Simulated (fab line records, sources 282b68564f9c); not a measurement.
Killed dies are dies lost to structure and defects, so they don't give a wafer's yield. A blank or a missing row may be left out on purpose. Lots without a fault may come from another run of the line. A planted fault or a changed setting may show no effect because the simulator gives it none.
fab line records | flow rit_cmos | part 2 of 2: steps 33 to 41 of 41
record lots=5 wafers=15 last_day=7
route steps=202 shown SPACER@128 NSD@131 PSD@142 SDANNEAL@153 PLDD@159 NLDD@160 SILICIDE@161 CONTACT@168
lots that met no fault: from a run of the same line without faults
start_h: hours from the record's first day to the start of the lot's first wafer shown | wait_h: hours since the lot's step before | " the same as in the row above | L1.1+2: a row that stands for several wafers | - no value, or no start given | * or withheld: withheld | < > ~ a bound
route shown NAME@n: a module of which the file shows steps, and the number in the route of the first | usual: mean/standard deviation of fault-free wafers | same: alike in all rows | chamber/n: place in a boat | sites: the reading at each site | _std_site: their standard deviation | _edge_site: outer sites' mean less inner sites' | radius_mm: how far each site lies from the wafer's centre | mask NAME#n: copy n | behind: the tool/chamber that last shaped the wafer | hold: why the lot was held/for how many hours/how that ended | device: the transistor (n, p or np) that didn't switch | end of line: the same wafers' tests at the end of the route | a step without rows: its recipe alone | killed: dies lost to structure and defects at the first sort, not the wafer's yield | map: a wafer's dies, x killed, . not, _ none there
set.NAME: the setting as run; set.NAME@STEP: as run at that earlier step | model.NAME: the simulator's own value behind a step, which no gauge read
lots at some steps of the route; a table a step, a row a wafer
services: from which hour (start_h, from the record's first day; less than 0 if before it) a tool's chamber was out of use, for how many hours, and why
## steps
# step RIT_SDANNEAL_RS_MEAS_07
# recipe thk_meas_gauge=four-point-probe
# usual NLDD_RS=151.5/0.6
# columns lot.wafer tool chamber start_h wait_h NLDD_RS[ohm/sq]
L081.2 film_metro-04 - 85.02 0.1 151.6
L081.4 " - " " 152.2
L081.6 " - " " 151.9
L087.1 film_metro-04 - 114.00 0.1 151.6
L087.3 " - " " 151.4
L087.6 " - " " 151.4
L090.1 film_metro-04 - 137.10 0.1 150.8
L090.4 " - " " 151.5
L090.6 " - " " 150.4
L096.1 film_metro-04 - 161.57 0.1 151.1
L096.2 " - " " 151.9
L096.4 " - " " 151.6
L097.2 film_metro-01 - 165.95 0.1 152.3
L097.3 " - " " 151.7
L097.4 " - " " 151.9
# step RIT_SILICIDE_WET_ETCH_00
# recipe chemistry=BOE target=SiO2 target_depth_nm=14 time_s=15 dry=n2_spin dilution=10:1 temp_c=21.5
# columns lot.wafer tool chamber start_h wait_h
L081.2+4+6 wet_bench-02 3 85.12 0.1
L087.1+3+6 wet_bench-02 3 114.12 0.1
L090.1+4+6 wet_bench-01 2 137.22 0.1
L096.1+2+4 wet_bench-01 0 161.69 0.1
L097.2+3+4 wet_bench-01 2 166.05 0.1
# step RIT_SILICIDE_SPUTTER_01
# recipe material=Ti target_thk_nm=30 power_w=350 chamber_pressure_pa=0.6451 gas=Ar time_s=240 substrate_temp_c=25
# usual cathode_dc_power_W=350.00/0.064 throttle_valve_pct=29.8/1.5
# columns lot.wafer tool chamber start_h wait_h cathode_dc_power_W throttle_valve_pct
L081.2 pvd_sputter-02 - 85.13 0.0 350.11 27.2
L081.4 " - " " 350.04 31.5
L081.6 " - " " 349.95 30.9
L087.1 pvd_sputter-02 - 114.13 0.0 350.05 30.6
L087.3 " - " " 349.92 30.9
L087.6 " - " " 350.13 31.2
L090.1 pvd_sputter-01 - 137.23 0.0 350.12 27.8
L090.4 " - " " 350.01 31.2
L090.6 " - " " 350.01 30.0
L096.1 pvd_sputter-04 - 161.70 0.0 350.01 29.6
L096.2 " - " " 350.06 28.0
L096.4 " - " " 349.98 28.5
L097.2 pvd_sputter-02 - 166.07 0.0 350.01 27.1
L097.3 " - " " 350.04 31.8
L097.4 " - " " 349.95 30.8
# step RIT_SILICIDE_RS_MEAS_02
# recipe thk_meas_gauge=four-point-probe reads=Ti_of_SILICIDE_SPUTTER_01
# usual SILICIDE_TI_RS=44.5/0.55
# columns lot.wafer tool chamber start_h wait_h SILICIDE_TI_RS[ohm/sq]
L081.2 film_metro-03 - 85.30 0.1 44.2
L081.4 " - " " 44.6
L081.6 " - " " 44.9
L087.1 film_metro-01 - 114.28 0.1 44.0
L087.3 " - " " 44.4
L087.6 " - " " 44.3
L090.1 film_metro-03 - 137.38 0.1 45.2
L090.4 " - " " 44.7
L090.6 " - " " 44.2
L096.1 film_metro-01 - 161.85 0.1 45.9
L096.2 " - " " 44.4
L096.4 " - " " 44.9
L097.2 film_metro-03 - 166.24 0.1 44.2
L097.3 " - " " 44.7
L097.4 " - " " 44.2
# step RIT_SILICIDE_THK_MEAS_03
# recipe thk_meas_gauge=xrf reads=Ti_of_SILICIDE_SPUTTER_01
# usual SILICIDE_TI_THK=30.4/0.33
# columns lot.wafer tool chamber start_h wait_h SILICIDE_TI_THK[nm]
L081.2 film_metro-03 - 85.41 0.1 30.6
L081.4 " - " " 30.6
L081.6 " - " " 30.3
L087.1 film_metro-01 - 114.40 0.1 30.6
L087.3 " - " " 30.2
L087.6 " - " " 30.3
L090.1 film_metro-03 - 137.50 0.1 29.9
L090.4 " - " " 30.3
L090.6 " - " " 30.5
L096.1 film_metro-01 - 161.97 0.1 29.5
L096.2 " - " " 30.3
L096.4 " - " " 29.9
L097.2 film_metro-03 - 166.35 0.1 30.5
L097.3 " - " " 30.3
L097.4 " - " " 30.5
# step RIT_SILICIDE_RTA_04
# recipe temp_c=650 time_s=10 idle_temp_c=25 ramp_up_s=5 ramp_down_s=5 cool_to_c=25 ambient=N2
# usual anneal_temp_c_max=653.8/1.4 wafer_temp_C_max=653.2/1.6
# columns lot.wafer tool chamber start_h wait_h anneal_temp_c_max wafer_temp_C_max
L081.2 rtp_anneal-02 0 85.47 0.1 653.0 654.4
L081.4 " 0 " " 652.7 655.0
L081.6 " 0 " " 652.0 654.2
L087.1 rtp_anneal-02 0 114.46 0.1 652.8 654.4
L087.3 " 0 " " 652.4 657.6
L087.6 " 0 " " 652.6 655.1
L090.1 rtp_anneal-02 0 137.56 0.1 652.9 654.4
L090.4 " 0 " " 652.6 653.4
L090.6 " 0 " " 652.8 655.8
L096.1 rtp_anneal-01 0 162.03 0.1 654.2 651.7
L096.2 " 0 " " 654.8 651.8
L096.4 " 0 " " 654.5 652.0
L097.2 rtp_anneal-02 0 166.41 0.1 653.0 654.8
L097.3 " 0 " " 653.0 655.1
L097.4 " 0 " " 652.9 653.2
# step RIT_SILICIDE_WET_ETCH_05
# recipe chemistry=SPM target=Ti temp_c=90 time_s=120 dry=n2_spin
# usual bath_guard_temp_C=90.0/0.59
# columns lot.wafer tool chamber start_h wait_h bath_guard_temp_C
L081.2 wet_bench-01 3 85.53 0.0 88.7
L081.4 " 3 " " 88.9
L081.6 " 3 " " 89.1
L087.1 wet_bench-03 3 114.53 0.1 90.8
L087.3 " 3 " " 91.1
L087.6 " 3 " " 90.9
L090.1 wet_bench-02 3 137.62 0.1 89.7
L090.4 " 3 " " 89.9
L090.6 " 3 " " 89.5
L096.1 wet_bench-03 2 162.10 0.1 90.0
L096.2 " 2 " " 89.7
L096.4 " 2 " " 90.0
L097.2 wet_bench-03 3 166.46 0.0 90.7
L097.3 " 3 " " 90.9
L097.4 " 3 " " 91.0
# step RIT_SILICIDE_RTA_06
# recipe temp_c=750 time_s=10 idle_temp_c=25 ramp_up_s=5 ramp_down_s=10 cool_to_c=25 ambient=N2
# usual anneal_temp_c_max=754.4/1.6 wafer_temp_C_max=753.4/1.9
# columns lot.wafer tool chamber start_h wait_h anneal_temp_c_max wafer_temp_C_max
L081.2 rtp_anneal-01 0 85.58 0.0 756.5 752.8
L081.4 " 0 " " 756.2 752.0
L081.6 " 0 " " 755.9 751.6
L087.1 rtp_anneal-01 0 114.57 0.0 755.5 752.3
L087.3 " 0 " " 755.8 752.0
L087.6 " 0 " " 754.7 751.3
L090.1 rtp_anneal-01 0 137.67 0.0 756.3 752.0
L090.4 " 0 " " 755.7 751.8
L090.6 " 0 " " 758.0 751.1
L096.1 rtp_anneal-02 0 162.14 0.0 753.1 754.5
L096.2 " 0 " " 753.2 754.4
L096.4 " 0 " " 753.7 755.8
L097.2 rtp_anneal-01 0 166.52 0.0 755.5 752.2
L097.3 " 0 " " 754.3 752.1
L097.4 " 0 " " 758.4 752.5
# step RIT_CONTACT_CVD_00
# recipe material=SiO2 target_thk_nm=400 precursor=TEOS temp_c=390 time_s=61 rf_w=400
# usual heater_power_w=314/54 susceptor_temp_C=390.01/0.22
# columns lot.wafer tool chamber start_h wait_h heater_power_w susceptor_temp_C
L081.2 pecvd-03 2 85.64 0.0 431 389.64
L081.4 " 2 " " 339 389.78
L081.6 " 1 " " 266 389.82
L087.1 pecvd-03 2 114.64 0.1 413 389.91
L087.3 " 1 " " 256 389.84
L087.6 " 2 " " 423 389.93
L090.1 pecvd-03 2 137.73 0.1 429 389.90
L090.4 " 0 " " 346 390.07
L090.6 " 1 " " 199 389.90
L096.1 pecvd-03 2 162.21 0.1 410 389.87
L096.2 " 0 " " 347 390.35
L096.4 " 2 " " 428 389.90
L097.2 pecvd-04 2 166.57 0.0 239 389.61
L097.3 " 0 " " 303 389.64
L097.4 " 0 " " 323 389.90
## services
# columns tool chamber start_h hours kind
rie_diel-03 2 54.87 5.5 repair
implanter-04 - 61.17 4.2 repair
rie_diel-04 - 62.88 2.8 pm
iline_stepper-02 - 63.48 0.7 repair
rie_diel-04 3 70.85 2.9 repair
rie_diel-02 3 78.01 6.5 repair
pecvd-03 - 80.27 0.7 repair
rie_diel-03 1 82.92 14.0 repair
implanter-03 - 83.72 2.2 repair
plasma_asher-02 - 86.70 8.5 repair
wet_bench-04 - 98.42 3.7 repair
pecvd-04 2 102.56 9.9 repair
iline_stepper-02 - 108.39 1.7 pm
plasma_asher-03 - 108.75 9.0 pm
plasma_asher-01 - 115.41 1.7 repair
rie_diel-03 3 119.29 17.7 repair
plasma_asher-04 - 119.81 1.1 repair
plasma_asher-03 - 129.50 4.1 repair
plasma_asher-03 - 135.38 6.6 repair
rie_diel-03 3 147.50 14.3 repair
rtp_anneal-02 - 151.11 1.1 pm
pecvd-03 - 156.69 1.4 repair
wet_bench-02 - 157.90 4.2 repair
wet_bench-04 - 158.48 1.9 repair
